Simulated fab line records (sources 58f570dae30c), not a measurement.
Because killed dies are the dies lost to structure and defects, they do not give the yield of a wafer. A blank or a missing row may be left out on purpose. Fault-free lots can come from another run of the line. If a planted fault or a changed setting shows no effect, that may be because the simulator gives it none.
Problem report, 8D (eight disciplines) form, completed by code	flow berkeley-cmos170	the parts of the form that need people (team, actions taken, sign-off) are left out

## 1. THE ISSUE
At UCB170_V2_ETCH_14, oes-product-au averages 0.789 a.u. over 6 wafers from 2 lots, while fault-free wafers read 0.871 a.u., standard deviation 0.01. Relative to the usual mean, that is a shift of -8.2 standard deviations.
The step: etches SiO2 in CHF3/CF4/Ar, stops on Al, target depth 1250 nm, time 295.2 s.
First observed at day 9 04:29: wafer L328.1, on rie-diel-04. Wafers with a number at this step in the record: 42, from 14 lots. By rule, "out" or "out of limits" means more than 4 standard deviations away from the usual mean. Any other wafer with a number is counted as sound.

## 2. WHAT IT IS AND WHAT IT IS NOT
question	is	is not
which readings at this step	oes-product-au	drypump-motor-current-A
which lots	L328, L331	L323, L324, L325, L329, L330, L332, L337, L340, L342, L343, L344, L345
which wafers of those lots	all that have a number	-
read on which tools	rie-diel-04	rie-diel-01, rie-diel-03
when	from day 9 04:29	up to then (12 sound wafers); but 24 sound wafers of L330, L332, L337, L340, L342, L343, L344, L345 came after

## 3. THE SUSPECTS, EACH WITH WHAT RULES IT OUT
Counting: a tool at any process step up to the reading remains a suspect when it ran all the lots that are out and ran no sound lot after the first of those.
- rie-diel-04 at UCB170_V2_ETCH_14 (etches SiO2 in CHF3/CF4/Ar, stops on Al, target depth 1250 nm, time 295.2 s): ruled out as a lasting fault. After its first lot that is out, L328 (day 9 04:29), sound lots L345, L343 ran on it.
Left after counting: nothing in the record.

## 4. THE CAUSE (what the simulator had put in)
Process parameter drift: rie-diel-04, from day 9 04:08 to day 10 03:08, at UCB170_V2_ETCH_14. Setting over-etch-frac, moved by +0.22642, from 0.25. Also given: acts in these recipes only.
Counting ruled it out, wrongly.

## 5. THE EFFECT CHAIN, in route order
One row per reading whose mean, taken over the struck wafers that have a number, lies over 3 standard deviations from the usual. Only readings for which the record gives a usual standard deviation are gone through. hours: the time from each lot's start at the first step in this table that gives one to its start at this step, as a median over the lots. sigmas: the change in usual standard deviations.
hours	step	reading	usual	on struck wafers	change	sigmas
0	UCB170_V2_ETCH_14	oes-product-au	0.871 a.u.	0.789	-0.082	-8.2
0	UCB170_V2_STRIP_15	strip-time-to-endpoint-s	15.24 s	13.92	-1.32	-10
The process steps in it:
- UCB170_V2_ETCH_14: etches SiO2 in CHF3/CF4/Ar, stops on Al, target depth 1250 nm, time 295.2 s.
- UCB170_V2_STRIP_15: strips in O2.

## 6. WHAT WOULD HAVE CAUGHT IT SOONER
In this record no reading fell out of limits until day 9 04:29, 0 hours after the fault had begun at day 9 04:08.
